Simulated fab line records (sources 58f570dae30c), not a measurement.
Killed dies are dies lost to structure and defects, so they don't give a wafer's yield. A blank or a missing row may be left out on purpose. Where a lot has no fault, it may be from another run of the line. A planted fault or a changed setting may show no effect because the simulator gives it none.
Split-lot experiment    flow berkeley_cmos170    23 wafers read across 5 lots, on a route 331 steps long

## THE SPLIT
At UCB170_M3_PEB_13, the setting peb_temp_c was moved away from the recipe's 130 C on 5 of the 23 wafers read, by -1.9% to +1.8%. This setting was run at the recipe's value on the other wafers.

## FROM THE SPLIT TO THE READING: what the file shows between them, 5 steps
- UCB170_M3_DEVELOP_14: develop time 45 s
- UCB170_M3_CD_MEAS_15: target cd 700 nm
- UCB170_M3_ETCH_17: etches BARC in N2/H2
- UCB170_M3_METAL_ETCH_18: etches Al in Cl2/BCl3, stops on SiO2, target depth 1170 nm, time 195 s (also split here: over_etch_frac)
- UCB170_M3_STRIP_19: strips in O2

## THE READING
cd_nm, in nm, at UCB170_M3_CD_MEAS_90 (target cd 700 nm). Typical for fault-free wafers on this fab line: 700 nm, with standard deviation 4.1 nm.

wafer   tool, chamber at the split  peb_temp_c as run, C  against the recipe  cd_nm, nm  against lot-mates on the recipe
L074.1  litho_track-03, 0           130                   recipe              700        -
L074.5  litho_track-03, 0           130                   recipe              701        -
L074.6  litho_track-03, 0           130                   recipe              700        -
L075.1  litho_track-04, 0           130                   recipe              706        -
L075.2  litho_track-04, 0           130                   recipe              703        -
L075.4  litho_track-04, 0           127.5                 -1.9%               719        +15
L075.5  litho_track-04, 0           130                   recipe              702        -
L075.6  litho_track-04, 0           127.5                 -1.9%               726        +22
L078.1  litho_track-04, 0           130                   recipe              694        -
L078.2  litho_track-04, 0           130                   recipe              702        -
L078.3  litho_track-04, 0           130                   recipe              696        -
L078.4  litho_track-04, 0           130                   recipe              697        -
L078.6  litho_track-04, 0           130                   recipe              703        -
L080.1  litho_track-02, 0           132.4                 +1.8%               686        -17
L080.2  litho_track-02, 0           132.4                 +1.8%               687        -16
L080.3  litho_track-02, 0           132.4                 +1.8%               689        -14
L080.5  litho_track-02, 0           130                   recipe              702        -
L080.6  litho_track-02, 0           130                   recipe              704        -
L085.1  litho_track-04, 0           130                   recipe              702        -
L085.3  litho_track-04, 0           130                   recipe              703        -
L085.4  litho_track-04, 0           130                   recipe              700        -
L085.5  litho_track-04, 0           130                   recipe              697        -
L085.6  litho_track-04, 0           130                   recipe              700        -

FIT RESULTS
A straight line over all 23 wafers: cd_nm changes by -9.04 nm for each +1% of peb_temp_c; r = -0.92; the points scatter about the line by 3.4 nm.
The same after taking each lot's own level away (the mean of its wafers on the recipe; 23 wafers): -9.06 nm for each +1%; r = -0.96; scatter 2.5 nm.
That fit puts the effect of the largest move of peb_temp_c on the reading at 17 nm.
Measured against the standard deviation above, the lots' own levels, which go from 698.4 to 703.7 nm, span 1.3 times it.
The two slopes are in agreement: the lot-to-lot level therefore moves the slope only a little.
Check: for one of the wafers moved furthest among these (-1.9%), held out of the fit, the line's prediction against its lot-mates is +18.6 nm. It came out at +15.3 nm against them.

## OTHER SPLITS APPLIED TO THESE WAFERS
Note: prior to the reading, these wafers also went through further splits. Each is held against what the fit with the lots' levels taken away leaves over:
other split on the same wafers          wafers away from the commonest value  r with cd_nm (lot level and that fit taken away)
UCB170_M3_SPUTTER_01 power_w            8                                     -0.04
UCB170_M3_METAL_ETCH_18 over_etch_frac  10                                    -0.34

## THE WHOLE CHAIN: every reading that the file lists as answering this split, in the file's order
step                     what it does                                                            reading                                                    change (the file's fit)               r (the file's)
UCB170_M3_CD_MEAS_15     target cd 700 nm                                                        cd_nm                                                      -8.42 nm for each +1% of the setting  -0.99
UCB170_M3_ETCH_17        etches BARC in N2/H2                                                    M3.cd_nm (the simulator's own value, which no gauge read)  -8.44 nm for each +1% of the setting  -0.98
UCB170_M3_METAL_ETCH_18  etches Al in Cl2/BCl3, stops on SiO2, target depth 1170 nm, time 195 s  M3.cd_nm (the simulator's own value, which no gauge read)  -8.89 nm for each +1% of the setting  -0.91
UCB170_M3_CD_MEAS_90     target cd 700 nm                                                        cd_nm                                                      -8.97 nm for each +1% of the setting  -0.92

## FILE'S OWN FIT
cd_nm changes by -8.97 nm for each +1% of peb_temp_c, r = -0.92.
